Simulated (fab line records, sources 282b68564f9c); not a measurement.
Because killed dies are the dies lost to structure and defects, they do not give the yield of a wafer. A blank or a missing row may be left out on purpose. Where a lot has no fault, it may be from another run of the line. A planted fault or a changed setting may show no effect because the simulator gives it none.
Which tool was responsible? | flow rit-cmos | 39 wafers sampled from 13 lots at 1 step of a route of 202

## WHAT EACH GAUGE READ, for each wafer
The record holds no reading of a measuring or inspecting step that can be judged against a usual standard deviation.

## WHICH TOOL RAN EACH LOT (tool, then ch and the chambers of the sampled wafers, then the start)
lot  | RIT_PRETRO_STRIP_09
L792 | plasma-asher-02 ch 0,1, day 2 07:37
L793 | plasma-asher-04 ch 0,1, day 2 13:11
L795 | plasma-asher-01 ch 0,1, day 2 23:29
L796 | plasma-asher-04 ch 0,1, day 3 03:34
L797 | plasma-asher-02 ch 0,1, day 3 08:32
L798 | plasma-asher-02 ch 0,1, day 3 13:37
L801 | plasma-asher-02 ch 0,1, day 4 04:46
L802 | plasma-asher-04 ch 0,1, day 4 10:34
L803 | plasma-asher-01 ch 0,1, day 4 16:01
L804 | plasma-asher-01 ch 0,1, day 4 20:52
L805 | plasma-asher-04 ch 0, day 5 02:05
L814 | plasma-asher-02 ch 0,1, day 6 21:32
L815 | plasma-asher-02 ch 0,1, day 7 03:25
- RIT_PRETRO_STRIP_09: strips in O2, time 180 s.

## WHAT THE TOOLS THEMSELVES READ (means of the sampled wafers that have a number; where no wafer has one, the mark that the record gives instead)
RIT_PRETRO_STRIP_09. Usual: drypump-motor-current-A 6.1 A, standard deviation 0.54; o2-flow-sccm 3998 sccm, standard deviation 11; run-length-s 208.3 s, standard deviation 0.38.
lot  | tool            | drypump-motor-current-A (A) | o2-flow-sccm (sccm) | run-length-s (s) | flag
L792 | plasma-asher-02 | 6.5                         | 4001                | 208.3            |
L793 | plasma-asher-04 | 5.6                         | 3992                | 208.0            |
L795 | plasma-asher-01 | 6.4                         | 4005                | 208.5            |
L796 | plasma-asher-04 | 5.9                         | 4000                | 207.7            |
L797 | plasma-asher-02 | 6.4                         | 3990                | 208.4            |
L798 | plasma-asher-02 | 6.3                         | 3987                | 208.5            |
L801 | plasma-asher-02 | 6.4                         | 4006                | 208.1            |
L802 | plasma-asher-04 | 5.9                         | 4001                | 208.2            |
L803 | plasma-asher-01 | 6.0                         | 4008                | 208.6            |
L804 | plasma-asher-01 | 6.4                         | 4009                | 208.3            |
L805 | plasma-asher-04 | 6.3                         | 3992                | 27.4             | OFF
L814 | plasma-asher-02 | 6.4                         | 4010                | 208.4            |
L815 | plasma-asher-02 | 6.4                         | 3997                | 208.5            |

## THE ANSWER, worked out from the rows above alone
Rule: a lot counts as off when the mean over its wafers that have a number is more than 3 standard deviations away from the usual mean. Also off: a lot with no number at a reading for which 4 or more lots have one. Where the step has rows for the other lots, those lots are counted as sound. Order of review: gauges by route order, followed by the tools' own readings, for which a lot's mean as printed above is used. The first step at which some lot is off is used, and at that step the reading that is off furthest; a lot without a number counts as furthest.
Off, at RIT_PRETRO_STRIP_09 on run-length-s: L805.
A tool fits if, at that step or a process step before it, it ran every lot that is off, and no sound lot after the first of them. One fits: RIT_PRETRO_STRIP_09 on plasma-asher-04. Its last sound lot is L802 (day 4 10:34), its first lot that is off L805 (day 5 02:05): a fault that began between those two fits.
The tool's own readings at RIT_PRETRO_STRIP_09 bear it out: on the lots that are off they differ by more than 5 times the standard deviation of the sound lots' means. run-length-s reads 27.4 s there against 208.3 s on the sound lots.

## WHAT THE SIMULATOR HAD INSERTED
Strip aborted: plasma-asher-04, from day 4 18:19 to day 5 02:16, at RIT_PRETRO_STRIP_09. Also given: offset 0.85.
Struck lots among those shown: L805. The rule above found the same.
